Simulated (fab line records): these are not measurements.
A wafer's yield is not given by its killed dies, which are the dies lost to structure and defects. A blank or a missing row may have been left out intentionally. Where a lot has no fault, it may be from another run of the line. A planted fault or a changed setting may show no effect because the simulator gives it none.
What tool caused it? / flow berkeley cmos170 / 14 lots with 42 wafers sampled at 2 steps, on a route of 331 steps

== WHAT EACH GAUGE READ, for each wafer ==
UCB170_PWELL_THK_MEAS_06. Usual: PWELL_NITRIDE_THK 219.6 nm, standard deviation 1.6.
lot=L752; measured=day 3 09:32; on=film metro-02; PWELL_NITRIDE_THK (nm)=217.6 217.4 220.1; flag=
lot=L753; measured=day 3 16:13; on=film metro-02; PWELL_NITRIDE_THK (nm)=217.4 216.9 217.7; flag=
lot=L754; measured=day 3 16:13; on=film metro-01; PWELL_NITRIDE_THK (nm)=218.1 219.8 221.6; flag=
lot=L755; measured=day 3 16:14; on=film metro-03; PWELL_NITRIDE_THK (nm)=221.3 223.1 220.5; flag=
lot=L756; measured=day 4 05:57; on=film metro-03; PWELL_NITRIDE_THK (nm)=221.0 219.3 219.9; flag=
lot=L757; measured=day 4 12:07; on=film metro-02; PWELL_NITRIDE_THK (nm)=219.2 221.4 220.7; flag=
lot=L761; measured=day 5 11:05; on=film metro-01; PWELL_NITRIDE_THK (nm)=219.2 217.0 219.3; flag=
lot=L762; measured=day 5 11:05; on=film metro-02; PWELL_NITRIDE_THK (nm)=222.6 221.2 220.2; flag=
lot=L767; measured=day 6 15:47; on=film metro-01; PWELL_NITRIDE_THK (nm)=246.7 247.1 247.3; flag=OFF
lot=L768; measured=day 6 15:49; on=film metro-02; PWELL_NITRIDE_THK (nm)=248.4 247.8 247.3; flag=OFF
lot=L770; measured=day 7 12:32; on=film metro-01; PWELL_NITRIDE_THK (nm)=217.9 217.6 217.1; flag=
lot=L772; measured=day 7 17:21; on=film metro-02; PWELL_NITRIDE_THK (nm)=216.6 218.7 217.5; flag=
lot=L773; measured=day 7 17:20; on=film metro-03; PWELL_NITRIDE_THK (nm)=219.8 219.4 219.1; flag=
lot=L774; measured=day 7 17:23; on=film metro-03; PWELL_NITRIDE_THK (nm)=218.2 219.7 219.0; flag=

== EACH LOT AND THE TOOL THAT RAN IT (in order: tool; ch and the chambers of the sampled wafers; start) ==
lot=L752; UCB170_PWELL_CVD_05=lpcvd-02 ch 1, day 3 07:37
lot=L753; UCB170_PWELL_CVD_05=lpcvd-02 ch 1, day 3 14:17
lot=L754; UCB170_PWELL_CVD_05=lpcvd-02 ch 0, day 3 14:17
lot=L755; UCB170_PWELL_CVD_05=lpcvd-02 ch 1, day 3 14:17
lot=L756; UCB170_PWELL_CVD_05=lpcvd-01 ch 0, day 4 04:02
lot=L757; UCB170_PWELL_CVD_05=lpcvd-02 ch 0, day 4 10:12
lot=L761; UCB170_PWELL_CVD_05=lpcvd-01 ch 0, day 5 09:08
lot=L762; UCB170_PWELL_CVD_05=lpcvd-01 ch 0, day 5 09:08
lot=L767; UCB170_PWELL_CVD_05=lpcvd-01 ch 0, day 6 13:53
lot=L768; UCB170_PWELL_CVD_05=lpcvd-01 ch 1, day 6 13:53
lot=L770; UCB170_PWELL_CVD_05=lpcvd-02 ch 0, day 7 10:37
lot=L772; UCB170_PWELL_CVD_05=lpcvd-02 ch 1, day 7 15:25
lot=L773; UCB170_PWELL_CVD_05=lpcvd-02 ch 1, day 7 15:25
lot=L774; UCB170_PWELL_CVD_05=lpcvd-02 ch 1, day 7 15:25
- UCB170_PWELL_CVD_05: deposits Si3N4 from SiH2Cl2/NH3, target thk 220 nm, time 3300 s.

== WHAT THE TOOLS THEMSELVES READ (means of the sampled wafers that have a number; where no wafer has one, the mark that the record gives instead) ==
UCB170_PWELL_CVD_05. Usual: sih2cl2 flow sccm at 24.98 sccm, with a standard deviation of 0.085.
lot=L752; tool=lpcvd-02; sih2cl2 flow sccm (sccm)=24.96; flag=
lot=L753; tool=lpcvd-02; sih2cl2 flow sccm (sccm)=24.86; flag=
lot=L754; tool=lpcvd-02; sih2cl2 flow sccm (sccm)=24.97; flag=
lot=L755; tool=lpcvd-02; sih2cl2 flow sccm (sccm)=25.06; flag=
lot=L756; tool=lpcvd-01; sih2cl2 flow sccm (sccm)=25.15; flag=
lot=L757; tool=lpcvd-02; sih2cl2 flow sccm (sccm)=24.92; flag=
lot=L761; tool=lpcvd-01; sih2cl2 flow sccm (sccm)=24.94; flag=
lot=L762; tool=lpcvd-01; sih2cl2 flow sccm (sccm)=24.98; flag=
lot=L767; tool=lpcvd-01; sih2cl2 flow sccm (sccm)=37.55; flag=OFF
lot=L768; tool=lpcvd-01; sih2cl2 flow sccm (sccm)=37.62; flag=OFF
lot=L770; tool=lpcvd-02; sih2cl2 flow sccm (sccm)=24.90; flag=
lot=L772; tool=lpcvd-02; sih2cl2 flow sccm (sccm)=25.03; flag=
lot=L773; tool=lpcvd-02; sih2cl2 flow sccm (sccm)=25.01; flag=
lot=L774; tool=lpcvd-02; sih2cl2 flow sccm (sccm)=25.03; flag=

== THE ANSWER, worked out from the rows above alone ==
Rule: lot off if the mean of its wafers having a number is beyond 3 standard deviations from the usual mean. A lot without any number at a reading at which 4 lots or more have one is off too. The other lots that the step has rows for count as sound. First the gauges in route order, then the tools' own readings, where a lot's mean is used as printed above. At the first step where some lot is off, the reading lying furthest off is the one used; lots without a number count as furthest.
Off: L767, L768, at UCB170_PWELL_THK_MEAS_06 (PWELL_NITRIDE_THK).
A tool fits if, at a process step before that reading, it ran every lot that is off, and no sound lot after the first of them. Not tried: the gauges at UCB170_PWELL_THK_MEAS_06; whatever is off there is also off at UCB170_PWELL_CVD_05, on other tools, and gauge error can't account for it. One fits: lpcvd-01 at UCB170_PWELL_CVD_05. A fault onset in the window from L761 (day 5 09:08, its last sound lot) to L767 (day 6 13:53, its first lot off) fits.
On the lots that are off, the tool's own readings at UCB170_PWELL_CVD_05 differ by more than 5 times the standard deviation of the sound lots' means, which bears it out; sih2cl2 flow sccm reads 37.58 sccm there versus 24.98 sccm on the sound lots.

== WHAT THE SIMULATOR HAD PUT IN ==
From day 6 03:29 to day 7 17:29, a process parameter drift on lpcvd-01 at UCB170_PWELL_CVD_05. A move of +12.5 in setting sih2cl2 flow sccm, from 25. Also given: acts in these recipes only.
Lots struck among those shown: L767, L768. The same result came from the rule above.
